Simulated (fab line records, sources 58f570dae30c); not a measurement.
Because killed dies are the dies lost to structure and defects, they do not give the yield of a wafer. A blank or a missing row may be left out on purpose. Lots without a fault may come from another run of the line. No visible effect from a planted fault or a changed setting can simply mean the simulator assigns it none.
The same fault as seen by 2 desks + flow berkeley cmos170 + what lay behind the numbers comes last; until then each desk has only its own

METROLOGY DESK
Lot by lot, what the gauges showed, no matter which tool ran the lot: averages of those sampled wafers that carry a number. Any lot whose mean is over 4 standard deviations away from the usual mean is out of limits and marked OUT; that distance is given in the brackets.
Columns: A = cd nm at UCB170_V1_CD_MEAS_90, usual 699.6 nm; B = V2_BOW at UCB170_V2_BOW_MEAS_03, usual 38 um
| lot  | first seen here | A     | B  |
|------|-----------------|-------|----|
| L372 | day 7 11:35     | 700.9 | 39 |
| L373 | day 7 22:10     | 698.6 | 41 |
| L374 | day 8 00:45     | 696.8 | 40 |
| L379 | day 8 12:40     | 700.2 | 35 |
| L378 | day 8 14:52     | 697.9 | 41 |
| L375 | day 8 17:11     | 699.6 | 41 |
| L382 | day 9 02:04     | 699.7 | 44 |
| L381 | day 9 02:25     | 698.6 | 41 |
| L384 | day 9 09:40     | 699.9 | 31 |
| L383 | day 9 09:58     | 699.3 | 39 |
| L385 | day 10 01:20    | 698.4 | 38 |
| L386 | day 10 09:09    | 699.8 | 40 |
| L394 | day 11 17:04    | 701.6 | 35 |
This desk's verdict: no lot among the 13 shows anything out of limits.

FOR THE TOOL OWNER'S DESK: rie diel-04
The tool's own readings at UCB170_M3_ETCH_17 (etches BARC in N2/H2): means of the sampled wafers that have a number, for each lot that ran on this tool. Any lot whose mean is over 4 standard deviations away from the usual mean is out of limits and marked OUT; that distance is given in the brackets.
Columns: A = drypump motor current A at UCB170_M3_ETCH_17, usual 5.6 A; B = n2 flow sccm at UCB170_M3_ETCH_17, usual 100.0 sccm; C = oes product au at UCB170_M3_ETCH_17, usual 1.000 a.u.; D = rf fwd power W at UCB170_M3_ETCH_17, usual 494.1 W; E = throttle valve pct at UCB170_M3_ETCH_17, usual 13.33 %
| lot  | first seen here | A   | B     | C     | D               | E     |
|------|-----------------|-----|-------|-------|-----------------|-------|
| L373 | day 8 07:35     | 5.5 | 100.0 | 0.990 | 493.9           | 13.46 |
| L379 | day 9 01:31     | 5.5 | 100.1 | 0.978 | 491.3           | 13.46 |
| L381 | day 9 11:14     | 5.7 | 100.2 | 1.013 | 490.4           | 13.23 |
| L384 | day 9 17:37     | 5.5 | 99.8  | 0.978 | 493.7           | 13.10 |
| L385 | day 10 09:02    | 5.6 | 100.2 | 1.000 | 519.3 (+10) OUT | 13.58 |
This desk's finding: out of limits on L385; first on L385, day 10 09:02 (rf fwd power W at UCB170_M3_ETCH_17). L373, L379, L381, L384: within limits.

TAKEN TOGETHER
On L385, at day 10 09:02, an alarm was possible from the tool owner's desk.
The metrology desk saw nothing out of limits.
The metrology desk has L385 on record, within its limits.
All the named lots went through UCB170_M3_ETCH_17 on rie diel-04.

WHAT WAS PUT IN BY THE SIMULATOR
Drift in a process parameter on rie diel-04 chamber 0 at UCB170_M3_ETCH_17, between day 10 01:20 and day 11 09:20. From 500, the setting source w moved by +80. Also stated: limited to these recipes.
Shown lots that were struck: L385.
How many hours passed from the start of the fault until each desk's first out-of-limits reading: the tool owner's desk, 8.
